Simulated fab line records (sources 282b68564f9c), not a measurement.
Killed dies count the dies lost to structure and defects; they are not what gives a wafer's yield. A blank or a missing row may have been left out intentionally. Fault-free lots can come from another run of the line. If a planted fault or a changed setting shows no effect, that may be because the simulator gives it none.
The tool behind it: which one? -- flow rit-cmos -- 14 lots, 42 wafers sampled, at 2 steps of a route of 202

== WHAT EACH GAUGE READ, for each wafer ==
RIT_ACTIVE_CD_MEAS_11 targets a cd of 1400 nm.
lot,measured,on,cd-nm (nm)
L804,day 1 14:32,cd-sem-01,1401.1 1402.6 1400.4
L805,day 1 21:00,cd-sem-01,1400.9 1401.0 1400.8
L808,day 2 11:14,cd-sem-01,1401.4 1398.7 1400.5
L809,day 2 15:59,cd-sem-02,1402.3 1401.3 1401.3
L810,day 2 22:25,cd-sem-01,1401.9 1402.4 1401.6
L813,day 3 14:48,cd-sem-02,1399.8 1401.8 1402.4
L814,day 3 16:56,cd-sem-01,1396.5 1397.7 1400.4
L815,day 3 21:53,cd-sem-01,1397.8 1398.3 1395.5
L818,day 4 12:53,cd-sem-01,1398.5 1400.4 1400.9
L821,day 5 06:50,cd-sem-02,1402.1 1404.0 1401.2
L822,day 5 11:28,cd-sem-02,1400.3 1401.5 1401.2
L823,day 5 17:55,cd-sem-02,1399.3 1400.0 1400.4
L826,day 6 09:38,cd-sem-01,1401.3 1404.3 1404.4
L827,day 6 09:52,cd-sem-02,1398.8 1397.2 1395.5

RIT_PRETRO_OVL_MEAS_06.
lot,measured,on,PRETRO_OVL (nm)
L804,day 2 09:13,overlay-02,-1.3 -3.0 -0.8
L805,day 2 14:11,overlay-01,3.2 1.8 1.4
L808,day 3 03:41,overlay-02,-1.3 -0.8 -0.6
L809,day 3 11:19,overlay-02,-1.6 -0.8 -1.3
L810,day 3 15:14,overlay-02,-1.9 -1.2 -0.8
L813,day 4 09:43,overlay-02,-2.1 -3.9 -2.6
L814,day 4 10:02,overlay-02,-3.0 -1.0 -2.7
L815,day 4 20:32,overlay-01,1.1 0.2 -0.2
L818,day 5 16:13,overlay-01,0.0 -0.4 -0.3
L821,day 6 05:26,overlay-01,-0.3 0.2 -0.1
L822,day 6 16:02,overlay-01,-1.4 -0.2 -2.2
L823,day 6 20:35,overlay-01,1.2 0.8 0.7
L826,day 7 07:04,overlay-01,-1.9 -2.0 -1.5
L827,day 7 05:44,overlay-01,0.3 0.4 -0.6

== WHAT TOOL EACH LOT RAN ON (gives the tool, then ch and the chambers of the sampled wafers, and finally the start) ==
Before these readings, the record contains no process step.

== AS READ BY THE TOOLS THEMSELVES (means over the sampled wafers that have a number; for cases with no such wafer, the mark the record gives instead) ==
The record holds no such reading with a usual standard deviation.

== THE ANSWER, worked out from the rows above alone ==
Rule: usual is defined by the lots themselves. Put in order of their means at a reading, lots are off if they are a third of the lots or fewer, leave a main group of 4 or more, and stand apart from it by a gap of 3 or more times the standard deviation of the main group's means; of several such gaps the widest counts. A main group whose means are all the same, to the digits that the tables above print for the reading, isn't used. A lot without any number at a reading at which 4 lots or more have one is off too. The other lots that the step has rows for count as sound. After the gauges, taken in route order, come the tools' own readings; for these a lot's mean is taken, as printed above. The first step at which some lot is off is used, and at that step the reading that is off furthest; a lot without a number counts as furthest.
Across all readings shown, no lot is off: no conclusion can be drawn from this.

== WHAT WAS PUT IN BY THE SIMULATOR ==
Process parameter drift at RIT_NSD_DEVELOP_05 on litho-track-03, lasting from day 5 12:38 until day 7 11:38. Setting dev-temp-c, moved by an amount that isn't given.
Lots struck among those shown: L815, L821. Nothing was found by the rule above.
